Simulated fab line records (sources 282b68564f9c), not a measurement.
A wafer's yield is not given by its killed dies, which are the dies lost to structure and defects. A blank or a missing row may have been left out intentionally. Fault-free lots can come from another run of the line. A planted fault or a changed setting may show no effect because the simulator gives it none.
fab line records    flow rit_cmos
record lots=14  wafers=42  last_day=7
route steps=202 shown PRETRO@72 M1@202
lots that met no fault: from a run of the same line without faults
start_h: the number of hours between the record's first day and the start of the first shown wafer of the lot    wait_h: how many hours have passed since the lot's step before this one    " the same as in the row above    L1.1+2: one row covering several wafers at once    - no value present, or no start provided    * or withheld: withheld    < > ~ a bound
route shown NAME@n: NAME is a module with steps in the file, n the number in the route of the first one    usual: mean/standard deviation taken from wafers without a fault    same: alike in all rows    chamber/n: place in a boat    sites: the reading at each site    _std_site: how widely they spread, as a standard deviation    _edge_site: inner sites' mean taken away from outer sites' mean    radius_mm: how far each site lies from the wafer's centre    mask NAME#n: copy n    behind: the most recent tool/chamber to have shaped the wafer    hold: cause of the lot's hold/its duration in hours/its outcome    device: whichever transistor did not switch (one of n, p or np)    end of line: the same wafers' tests at the end of the route    a step with no rows: only its recipe    killed: count of dies lost to structure and defects at first sort (not the wafer's yield)    map: dies across one wafer; x = killed, . = not, _ = none there
set.NAME: setting as actually run; set.NAME@STEP: the setting as run at that earlier step    model.NAME: the simulator's own value behind a step, which no gauge read
steps of the route over a sample of lots; a table a step, a row a wafer
services: a tool's chamber out of use, with start hour (start_h, from the record's first day; less than 0 if before it), hours out, and reason
## steps
# step RIT_PRETRO_IMPLANT_08
# recipe species=B  energy_kev=45  dose_cm2=1.2e+13  tilt_deg=7
# usual tilt_deg=6.995/0.022
lot.wafer  tool          chamber  start_h  wait_h  tilt_deg
L568.3     implanter-01  0        31.67    0.2     6.993
L568.4     "             0        "        "       6.989
L568.5     "             0        "        "       6.978
L569.1     implanter-03  0        36.60    0.2     6.997
L569.5     "             0        "        "       7.006
L569.6     "             0        "        "       7.023
L573.2     implanter-02  0        57.54    0.2     7.001
L573.5     "             0        "        "       6.960
L573.6     "             0        "        "       7.007
L574.2     implanter-03  0        60.97    0.2     6.963
L574.3     "             0        "        "       6.970
L574.6     "             0        "        "       6.982
L578.1     implanter-01  0        80.70    0.2     6.995
L578.4     "             0        "        "       6.972
L578.6     "             0        "        "       6.970
L579.2     implanter-01  0        85.79    0.2     7.026
L579.3     "             0        "        "       7.018
L579.6     "             0        "        "       7.012
L580.1     implanter-03  0        91.06    0.2     7.010
L580.2     "             0        "        "       7.009
L580.5     "             0        "        "       6.995
L581.3     implanter-03  0        96.56    0.2     7.000
L581.5     "             0        "        "       7.035
L581.6     "             0        "        "       7.041
L582.1     implanter-03  0        101.48   0.2     6.985
L582.3     "             0        "        "       6.993
L582.4     "             0        "        "       7.005
L587.2     implanter-03  0        125.92   0.2     6.066
L587.5     "             0        "        "       6.063
L587.6     "             0        "        "       6.036
L588.1     implanter-03  0        131.12   0.2     6.122
L588.2     "             0        "        "       6.122
L588.6     "             0        "        "       6.115
L589.1     implanter-01  0        136.60   0.2     6.980
L589.3     "             0        "        "       6.987
L589.5     "             0        "        "       6.994
L590.2     implanter-01  0        140.79   0.2     6.989
L590.4     "             0        "        "       7.009
L590.6     "             0        "        "       6.977
L591.1     implanter-01  0        146.05   0.2     6.985
L591.2     "             0        "        "       6.946
L591.3     "             0        "        "       6.942
# step RIT_M1_PROBE_99
# usual killed_at_contacts=0.0/0.22  killed_at_front_end=6.5/3  killed_dies=6.6/3  killed_on_rim=1.7/1.3  killed_open=3.4/2.2  killed_short=3.3/1.7
# same gross_dies=264  killed_at_M0_to_M3=0  killed_at_M4_up=0  killed_at_back_side=0  killed_at_other=0
lot.wafer  tool       chamber  start_h  wait_h  killed_at_contacts  killed_at_front_end  killed_dies  killed_on_rim  killed_open  killed_short
L568.3     prober-01  -        60.06    0.2     0                   4                    4            0              2            2
L568.4     prober-01  -        60.11    0.2     0                   5                    5            1              1            4
L568.5     prober-01  -        60.16    0.2     0                   2                    2            0              1            1
L569.1     prober-02  -        61.99    0.1     0                   3                    3            0              2            1
L569.5     prober-02  -        62.19    0.2     0                   9                    9            1              4            5
L569.6     prober-02  -        62.24    0.2     0                   8                    8            1              3            5
L573.2     prober-02  -        83.72    0.1     0                   14                   14           5              8            6
L573.5     prober-02  -        83.87    0.2     0                   5                    5            1              4            1
L573.6     prober-02  -        83.92    0.2     0                   5                    5            2              2            3
L574.2     prober-01  -        86.04    0.1     0                   4                    4            0              2            2
L574.3     prober-01  -        86.09    0.2     0                   6                    6            2              2            4
L574.6     prober-01  -        86.24    0.2     0                   3                    3            1              1            2
L578.1     prober-01  -        107.37   0.1     0                   9                    9            1              4            5
L578.4     prober-01  -        107.52   0.2     0                   5                    5            3              1            4
L578.6     prober-01  -        107.62   0.2     0                   13                   13           3              6            7
L579.2     prober-02  -        112.85   0.1     0                   5                    5            1              1            4
L579.3     prober-02  -        112.90   0.2     0                   2                    2            0              0            2
L579.6     prober-02  -        113.05   0.2     0                   10                   10           2              5            5
L580.1     prober-01  -        116.30   0.1     0                   5                    5            1              3            2
L580.2     prober-01  -        116.35   0.1     1                   4                    5            0              2            3
L580.5     prober-01  -        116.50   0.2     0                   9                    9            2              5            4
L581.3     prober-02  -        122.76   0.2     0                   4                    4            0              1            3
L581.5     prober-02  -        122.86   0.2     0                   7                    7            0              5            2
L581.6     prober-02  -        122.91   0.2     0                   7                    7            2              3            4
L582.1     prober-01  -        127.82   0.1     0                   10                   10           1              6            4
L582.3     prober-01  -        127.92   0.2     0                   4                    4            1              2            2
L582.4     prober-01  -        127.97   0.2     0                   6                    6            1              3            3
L587.2     prober-02  -        153.40   0.1     0                   8                    8            1              7            1
L587.5     prober-02  -        153.55   0.2     0                   9                    9            0              4            5
L587.6     prober-02  -        153.60   0.2     0                   6                    6            2              4            2
L588.1     prober-01  -        158.44   0.1     0                   7                    7            3              5            2
L588.2     prober-01  -        158.49   0.1     0                   2                    2            0              1            1
L588.6     prober-01  -        158.69   0.2     0                   3                    3            3              2            1
L589.1     prober-02  -        162.85   0.1     0                   7                    7            1              3            4
L589.3     prober-02  -        162.95   0.2     0                   6                    6            3              3            3
L589.5     prober-02  -        163.05   0.2     0                   7                    7            3              5            2
L590.2     prober-01  -        168.83   0.1     0                   6                    6            2              3            3
L590.4     prober-01  -        168.93   0.2     0                   4                    4            0              3            1
L590.6     prober-01  -        169.03   0.2     0                   6                    6            0              2            4
L591.1     prober-02  -        171.51   0.1     0                   7                    7            1              3            4
L591.2     prober-02  -        171.56   0.1     1                   5                    6            2              2            4
L591.3     prober-02  -        171.61   0.2     0                   15                   15           3              6            9
# killed by level:class
L568.3 GATE:geometric_particle:short=1 REOX:geometric_particle:open=1 SPACER:geometric_particle:open=1 SPACER:geometric_particle:short=1
L568.4 SILICIDE:geometric_particle:short=2 FOX1:geometric_particle:open=1 GATE:geometric_particle:short=1 SPACER:geometric_particle:short=1
L568.5 FOX1:geometric_particle:short=1 REOX:geometric_particle:open=1
L569.1 GATE:geometric_particle:open=1 GATE:geometric_particle:short=1 SPACER:geometric_particle:open=1
L569.5 GATE:geometric_particle:open=2 SPACER:geometric_particle:short=2 FOX1:geometric_particle:short=1 GATE:geometric_particle:short=1 SPACER:geometric_particle:open=1 SILICIDE:geometric_particle:open=1 SILICIDE:geometric_particle:short=1
L569.6 GATE:geometric_particle:short=3 SPACER:geometric_particle:open=2 FOX1:geometric_particle:short=1 REOX:geometric_particle:open=1 REOX:geometric_particle:short=1
L573.2 FOX2:geometric_particle:open=3 FOX2:geometric_particle:short=2 GATE:geometric_particle:open=2 SPACER:geometric_particle:open=2 SILICIDE:geometric_particle:short=2 REOX:geometric_particle:short=1 REOX:geometric_particle:open=1 SPACER:geometric_particle:short=1
L573.5 REOX:geometric_particle:open=2 SPACER:geometric_particle:short=1 FOX2:geometric_particle:open=1 GATE:geometric_particle:open=1
L573.6 REOX:geometric_particle:short=2 FOX1:geometric_particle:short=1 REOX:geometric_particle:open=1 SILICIDE:geometric_particle:open=1
L574.2 FOX2:geometric_particle:open=1 GATE:geometric_particle:short=1 REOX:geometric_particle:short=1 REOX:geometric_particle:open=1
L574.3 GATE:geometric_particle:short=2 FOX2:geometric_particle:short=1 GATE:geometric_particle:open=1 REOX:geometric_particle:short=1 REOX:geometric_particle:open=1
L574.6 FOX2:geometric_particle:short=1 GATE:geometric_particle:open=1 GATE:geometric_particle:short=1
L578.1 GATE:geometric_particle:short=5 GATE:geometric_particle:open=3 SILICIDE:geometric_particle:open=1
L578.4 REOX:geometric_particle:short=2 GATE:geometric_particle:open=1 GATE:geometric_particle:short=1 SPACER:geometric_particle:short=1
L578.6 FOX1:geometric_particle:short=2 GATE:geometric_particle:open=2 GATE:geometric_particle:short=2 SPACER:geometric_particle:open=2 SILICIDE:geometric_particle:short=2 FOX1:geometric_particle:open=1 SPACER:geometric_particle:short=1 SILICIDE:geometric_particle:open=1
L579.2 SPACER:geometric_particle:short=2 FOX1:geometric_particle:short=1 FOX1:geometric_particle:open=1 SILICIDE:geometric_particle:short=1
L579.3 FOX1:geometric_particle:short=1 REOX:geometric_particle:short=1
L579.6 SPACER:geometric_particle:open=4 SPACER:geometric_particle:short=3 REOX:geometric_particle:short=1 SILICIDE:geometric_particle:short=1 SILICIDE:geometric_particle:open=1
L580.1 FOX1:geometric_particle:open=2 FOX1:geometric_particle:short=1 GATE:geometric_particle:open=1 GATE:geometric_particle:short=1
L580.2 FOX1:geometric_particle:short=1 GATE:geometric_particle:short=1 GATE:geometric_particle:open=1 REOX:geometric_particle:open=1 CONTACT:geometric_particle:short=1
L580.5 FOX1:geometric_particle:open=2 FOX2:geometric_particle:short=2 SPACER:geometric_particle:open=2 FOX1:geometric_particle:short=1 SILICIDE:geometric_particle:short=1 SILICIDE:geometric_particle:open=1
L581.3 GATE:geometric_particle:short=2 GATE:geometric_particle:open=1 SILICIDE:geometric_particle:short=1
L581.5 FOX1:geometric_particle:short=2 FOX2:geometric_particle:open=2 FOX1:geometric_particle:open=1 GATE:geometric_particle:open=1 SPACER:geometric_particle:open=1
L581.6 FOX1:geometric_particle:short=2 FOX2:geometric_particle:open=1 GATE:geometric_particle:short=1 GATE:geometric_particle:open=1 SPACER:geometric_particle:short=1 SPACER:geometric_particle:open=1
L582.1 FOX2:geometric_particle:open=2 SILICIDE:geometric_particle:short=2 SILICIDE:geometric_particle:open=2 FOX1:geometric_particle:open=1 FOX2:geometric_particle:short=1 GATE:geometric_particle:open=1 REOX:geometric_particle:short=1
L582.3 FOX1:geometric_particle:short=1 FOX1:geometric_particle:open=1 SPACER:geometric_particle:open=1 SILICIDE:geometric_particle:short=1
L582.4 FOX1:geometric_particle:short=1 GATE:geometric_particle:open=1 REOX:geometric_particle:open=1 REOX:geometric_particle:short=1 SPACER:geometric_particle:open=1 SPACER:geometric_particle:short=1
L587.2 SILICIDE:geometric_particle:open=4 FOX1:geometric_particle:open=1 FOX2:geometric_particle:open=1 GATE:geometric_particle:short=1 GATE:geometric_particle:open=1
L587.5 SPACER:geometric_particle:open=3 FOX1:geometric_particle:short=1 FOX2:geometric_particle:open=1 GATE:geometric_particle:short=1 REOX:geometric_particle:short=1 SPACER:geometric_particle:short=1 SILICIDE:geometric_particle:short=1
L587.6 FOX2:geometric_particle:open=2 FOX2:geometric_particle:short=1 GATE:geometric_particle:short=1 GATE:geometric_particle:open=1 REOX:geometric_particle:open=1
L588.1 SILICIDE:geometric_particle:open=2 FOX1:geometric_particle:open=1 FOX2:geometric_particle:short=1 FOX2:geometric_particle:open=1 REOX:geometric_particle:short=1 SPACER:geometric_particle:open=1
L588.2 FOX1:geometric_particle:short=1 GATE:geometric_particle:open=1
L588.6 FOX1:geometric_particle:open=1 GATE:geometric_particle:short=1 SPACER:geometric_particle:open=1
L589.1 FOX1:geometric_particle:short=2 FOX1:geometric_particle:open=1 GATE:geometric_particle:short=1 REOX:geometric_particle:open=1 REOX:geometric_particle:short=1 SILICIDE:geometric_particle:open=1
L589.3 GATE:geometric_particle:short=3 FOX1:geometric_particle:open=1 REOX:geometric_particle:open=1 SPACER:geometric_particle:open=1
L589.5 GATE:geometric_particle:open=3 FOX2:geometric_particle:open=1 GATE:geometric_particle:short=1 SPACER:geometric_particle:open=1 SILICIDE:geometric_particle:short=1
L590.2 FOX1:geometric_particle:short=2 GATE:geometric_particle:open=2 FOX1:geometric_particle:open=1 FOX2:geometric_particle:short=1
L590.4 GATE:geometric_particle:open=2 GATE:geometric_particle:short=1 SPACER:geometric_particle:open=1
L590.6 FOX1:geometric_particle:short=2 FOX1:geometric_particle:open=1 FOX2:geometric_particle:short=1 GATE:geometric_particle:short=1 REOX:geometric_particle:open=1
L591.1 GATE:geometric_particle:short=3 FOX2:geometric_particle:open=2 SPACER:geometric_particle:short=1 SILICIDE:geometric_particle:open=1
L591.2 GATE:geometric_particle:open=2 GATE:geometric_particle:short=2 FOX1:geometric_particle:short=1 CONTACT:geometric_particle:short=1
L591.3 GATE:geometric_particle:short=5 FOX1:geometric_particle:open=2 FOX1:geometric_particle:short=2 GATE:geometric_particle:open=2 FOX2:geometric_particle:open=1 FOX2:geometric_particle:short=1 REOX:geometric_particle:open=1 SPACER:geometric_particle:short=1
## services
tool          chamber  start_h  hours  kind
implanter-01  -        54.81    0.8    repair
implanter-01  -        66.74    4.7    repair
implanter-03  -        120.91   3.6    pm
## key
first_sign step=RIT_PRETRO_IMPLANT_08  reading=tilt_deg  direction=down  sigmas=41  usual=6.995  struck=6.088
effect none on later readings
met_at RIT_PRETRO_IMPLANT_08
struck_lots L587,L588
tester_left_out L587,L588
onset_between 101.48 125.92
fault kind=process_parameter_drift  tool=implanter-03  chamber=-  onset_h=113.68  steps=RIT_PRETRO_IMPLANT_08  channel=tilt_deg  offset=-0.91661  shape=step  end_h=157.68  acts_in=these_recipes_only  stated=7
# tester_left_out: of these lots the tester's yield and bins aren't shown, on N5 and GAA mostly nor the transistor test; their killed dies are dies lost to structure and defects alone, not to doping, threshold or leakage, so they don't give the yield
